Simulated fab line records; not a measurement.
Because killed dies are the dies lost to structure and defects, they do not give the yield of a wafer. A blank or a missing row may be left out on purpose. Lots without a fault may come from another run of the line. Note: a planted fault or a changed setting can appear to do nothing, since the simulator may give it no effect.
A lot that was struck, set against a sound lot | flow rit-cmos | 15 out of 202 route steps
Sound: these wafers, L392.1, L392.3, L392.6. Struck: wafers L407.4, L407.5, L407.6. The cause is named last.
At each step with rows: each side's tool, then ch and its chambers, then its first start. Under that, the readings that differ: sound wafers | struck wafers | difference of the means | sigmas: that difference in standard deviations of wafers without a fault.
alike: words and numbers the same on both sides, and readings whose means are apart by under 2 such deviations; not compared: readings that were withheld, readings missing a value for some wafer, numbers with overlapping values and no deviation given by the record, and bounds like >300 which may hide the same value.
A row with sigmas, a row that says differs or no value, or rows on one side alone: a step with any of these is where the two part. Non-overlapping numbers with no deviation appear without sigmas and do not part them. A reading missing from all wafers of one side parts the sides only when that side holds two or more wafers.

RIT_M1_THK_MEAS_02: measures by xrf.
  sound: film-metro-02 at day 4 08:31; struck: film-metro-02 at day 7 10:29
  alike: M1_AL_THK
then, 6 steps without rows for these wafers: RIT_M1_HMDS_03 (prime time 60 s); RIT_M1_COAT_04 (resist thk 1300 nm); RIT_M1_SOFTBAKE_05 (time 60 s); RIT_M1_EXPOSE_06 (exposes mask M12, target cd 2600 nm); RIT_M1_PEB_07; RIT_M1_DEVELOP_08 (develop time 70.4 s).
RIT_M1_CD_MEAS_09 targets a cd of 2600 nm.
  sound: cd-sem-01 at day 4 09:35; struck: cd-sem-02 at day 7 11:35
  alike: cd-nm
RIT_M1_OVL_MEAS_10:
  sound: overlay-01 at day 4 09:43; struck: overlay-01 at day 7 11:40
  alike: M1_OVL
then, 1 step without rows for these wafers: RIT_M1_HARDBAKE_11 (time 120 s).
RIT_M1_METAL_ETCH_12: etches Al in Cl2/BCl3, stops on SiO2, time 165 s, target depth 600 nm.
  sound on rie-metal-03 ch 0,1, day 4 10:00; struck on rie-metal-04 ch 0,1, day 7 11:59
  alike: drypump-motor-current-A, oes-product-au, throttle-valve-pct
  not compared: rf-hours-counter-h
then, 1 step without rows for these wafers: RIT_M1_STRIP_13 (strips in nmp, time 600 s).
RIT_M1_STRIP_14: strips in O2, time 180 s.
  sound on plasma-asher-02 ch 0,1, day 4 10:20; struck on plasma-asher-02 ch 0,1, day 7 12:19
  no value came back on the struck wafers for chamber-pressure-mTorr (mTorr), drypump-motor-current-A (A); on the sound wafers chamber-pressure-mTorr (mTorr) reads 3999 4003 4008
  not compared: rf-hours-counter-h
RIT_M1_CD_MEAS_90 targets a cd of 2600 nm.
  sound: cd-sem-02 at day 4 10:31; struck: cd-sem-01 at day 7 12:30
  alike: cd-nm
RIT_M1_PROBE_99:
  sound: prober-01 at day 4 12:15; struck: prober-02 at day 7 14:20
  alike: defect-limited-yield, killed_at_M0_to_M3, killed-at-front-end, killed-dies, killed-open, killed-short, sort_bin_3_pad_short, sort_bin_5_function, sort_bin_6_memory, sort-n-pass, sort-yield-pct

== WHERE THEY PART ==
Only at RIT_M1_STRIP_14, as far as this record shows. Later steps at which nothing parts them and some readings are alike: RIT_M1_CD_MEAS_90, RIT_M1_PROBE_99.

WHY: what had been put in by the simulator
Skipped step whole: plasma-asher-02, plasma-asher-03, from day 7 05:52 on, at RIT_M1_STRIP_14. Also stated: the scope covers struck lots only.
